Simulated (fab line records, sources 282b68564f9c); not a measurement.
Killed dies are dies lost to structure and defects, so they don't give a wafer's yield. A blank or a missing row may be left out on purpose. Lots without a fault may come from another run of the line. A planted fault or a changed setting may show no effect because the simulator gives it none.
Which tool did it? | flow rit_cmos | 14 lots, 42 wafers sampled, at 2 steps of a route of 202

WHAT THE GAUGES READ, wafer by wafer
The record holds no reading of a measuring or inspecting step that can be judged against a usual standard deviation.

WHICH TOOL RAN EACH LOT (tool, then ch and the chambers of the sampled wafers, then the start)
lot  | RIT_M1_STRIP_14                     | RIT_M1_PROBE_99
L878 | plasma_asher-03 ch 0,1, day 3 10:59 | -
L879 | plasma_asher-04 ch 0,1, day 3 16:53 | -
L880 | plasma_asher-04 ch 0,1, day 3 18:19 | -
L882 | plasma_asher-04 ch 0,1, day 4 05:58 | -
L883 | plasma_asher-03 ch 0, day 4 12:23   | -
L884 | plasma_asher-04 ch 0,1, day 4 14:34 | -
L886 | plasma_asher-01 ch 0,1, day 5 03:46 | -
L888 | plasma_asher-03 ch 0,1, day 5 16:37 | -
L891 | plasma_asher-03 ch 0,1, day 6 05:18 | -
L897 | plasma_asher-01 ch 0,1, day 7 08:37 | -
L898 | plasma_asher-03 ch 0,1, day 7 15:01 | -
L899 | plasma_asher-04 ch 0,1, day 7 20:01 | -
L900 | plasma_asher-01 ch 0,1, day 7 23:08 | prober-01, day 8 01:04
L901 | plasma_asher-04 ch 0,1, day 8 06:38 | prober-02, day 8 08:33
- RIT_M1_STRIP_14: strips in O2, time 180 s.
- RIT_M1_PROBE_99

WHAT THE TOOLS THEMSELVES READ (means of the sampled wafers that have a number; where no wafer has one, the mark that the record gives instead)
RIT_M1_STRIP_14.
lot  | tool            | chamber_pressure_mTorr (mTorr) | drypump_motor_current_A (A)
L878 | plasma_asher-03 | 4002                           | 5.3
L879 | plasma_asher-04 | 4000                           | 6.0
L880 | plasma_asher-04 | 3999                           | 5.9
L882 | plasma_asher-04 | 4002                           | 5.9
L883 | plasma_asher-03 | 4001                           | 5.5
L884 | plasma_asher-04 | 4000                           | 6.0
L886 | plasma_asher-01 | 3999                           | 6.0
L888 | plasma_asher-03 | 4000                           | 5.3
L891 | plasma_asher-03 | 3999                           | 5.5
L897 | plasma_asher-01 | -                              | -
L898 | plasma_asher-03 | -                              | -
L899 | plasma_asher-04 | 4000                           | 5.9
L900 | plasma_asher-01 | 4004                           | 5.5
L901 | plasma_asher-04 | 3998                           | 5.9

RIT_M1_PROBE_99.
lot  | tool      | defect_limited_yield (%) | killed_at_contacts | killed_at_front_end | killed_dies | killed_open | killed_short | sort_bin_3_pad_short (%) | sort_bin_5_function (%) | sort_bin_6_memory (%) | sort_n_pass | sort_yield_pct (%)
L900 | prober-01 | 98.0                     | 0.0                | 5.3                 | 5.3         | 2.0         | 3.3          | 0.0                      | 0.8                     | 1.2                   | 258.7       | 98.0
L901 | prober-02 | 96.3                     | 0.0                | 9.7                 | 9.7         | 5.3         | 4.3          | 0.0                      | 1.5                     | 2.1                   | 254.3       | 96.3

THE ANSWER, worked out from the rows above alone
Rule: what is usual is taken from the lots themselves. Put in order of their means at a reading, lots are off if they are a third of the lots or fewer, leave a main group of 4 or more, and stand apart from it by a gap of 3 or more times the standard deviation of the main group's means; of several such gaps the widest counts. A main group whose means are all the same, to the digits that the tables above print for the reading, isn't used. A lot without any number at a reading at which 4 lots or more have one is off too. The other lots that the step has rows for count as sound. The gauges are gone through in route order, then the tools' own readings, and for those a lot's mean is taken as printed above. The first step at which some lot is off is used, and at that step the reading that is off furthest; a lot without a number counts as furthest.
Off: L897, L898, at RIT_M1_STRIP_14 (chamber_pressure_mTorr). Without a number there: L897, L898. The main group: mean 4000 mTorr, standard deviation 1.6.
A tool fits if, at that step or a process step before it, it ran every lot that is off, and no sound lot after the first of them. None of those tried fits.

WHAT THE SIMULATOR HAD PUT IN
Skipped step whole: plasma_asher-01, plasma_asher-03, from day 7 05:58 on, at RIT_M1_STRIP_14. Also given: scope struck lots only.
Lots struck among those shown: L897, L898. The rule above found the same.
